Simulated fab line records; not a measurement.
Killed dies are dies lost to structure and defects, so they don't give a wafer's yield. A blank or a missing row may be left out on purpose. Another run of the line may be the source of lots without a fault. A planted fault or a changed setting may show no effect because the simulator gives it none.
Which of the tools did it? -- flow ritCmos -- 7 lots with 21 wafers sampled at 2 steps, on a route of 202 steps

## WHAT THE GAUGES SHOWED, per wafer
RIT_M1_RS_MEAS_01: measurement is done with a four-point probe.
lot,measured,on,M1_AL_RS (ohm/sq)
L810,day 3 11:54,filmMetro-04,0.0739 0.0744 0.0730
L813,day 4 02:05,filmMetro-04,0.0721 0.0733 0.0715
L818,day 5 03:38,filmMetro-03,0.0714 0.0736 0.0731
L820,day 5 13:57,filmMetro-02,0.0736 0.0721 0.0745
L823,day 6 06:29,filmMetro-02,0.0777 0.0796 0.0791 0.0779 0.0796 0.0790
L829,day 7 14:19,filmMetro-04,0.0739 0.0738 0.0747
L832,day 8 02:19,filmMetro-04,0.0723 0.0732 0.0761

## WHAT TOOL EACH LOT RAN ON (gives the tool, then ch and the chambers of the sampled wafers, and finally the start)
lot,RIT_M1_SPUTTER_00
L810,"pvdSputter-04, day 3 11:35"
L813,"pvdSputter-03, day 4 01:46"
L818,"pvdSputter-02, day 5 03:20"
L820,"pvdSputter-02, day 5 13:40"
L823,"pvdSputter-03, day 6 06:10"
L829,"pvdSputter-04, day 7 14:01"
L832,"pvdSputter-02, day 8 02:02"
- RIT_M1_SPUTTER_00: material Al, target thk 400 nm, time 500 s.

## THE ANSWER, worked out from the rows above alone
Rule: what is usual is taken from the lots themselves. Put in order of their means at a reading, lots are off if they are a third of the lots or fewer, leave a main group of 4 or more, and stand apart from it by a gap of 3 or more times the standard deviation of the main group's means; of several such gaps the widest counts. If all means in a main group match to the digits the tables above print for the reading, that group is not used. A lot without any number at a reading at which 4 lots or more have one is off too. All remaining lots with rows at the step are treated as sound.
Off: L823, seen at RIT_M1_RS_MEAS_01 (M1_AL_RS). For the main group the mean is 0.0734 ohm/sq and the standard deviation 0.00066.
A tool fits if, at a process step before that reading, it ran every lot that is off, and no sound lot after the first of them. Gauges at RIT_M1_RS_MEAS_01: tried the same way as those tools. 2 tools fit, pvdSputter-03 at RIT_M1_SPUTTER_00 and filmMetro-02 at RIT_M1_RS_MEAS_01, so this cannot tell which one it is.

## WHAT THE SIMULATOR HAD PUT IN
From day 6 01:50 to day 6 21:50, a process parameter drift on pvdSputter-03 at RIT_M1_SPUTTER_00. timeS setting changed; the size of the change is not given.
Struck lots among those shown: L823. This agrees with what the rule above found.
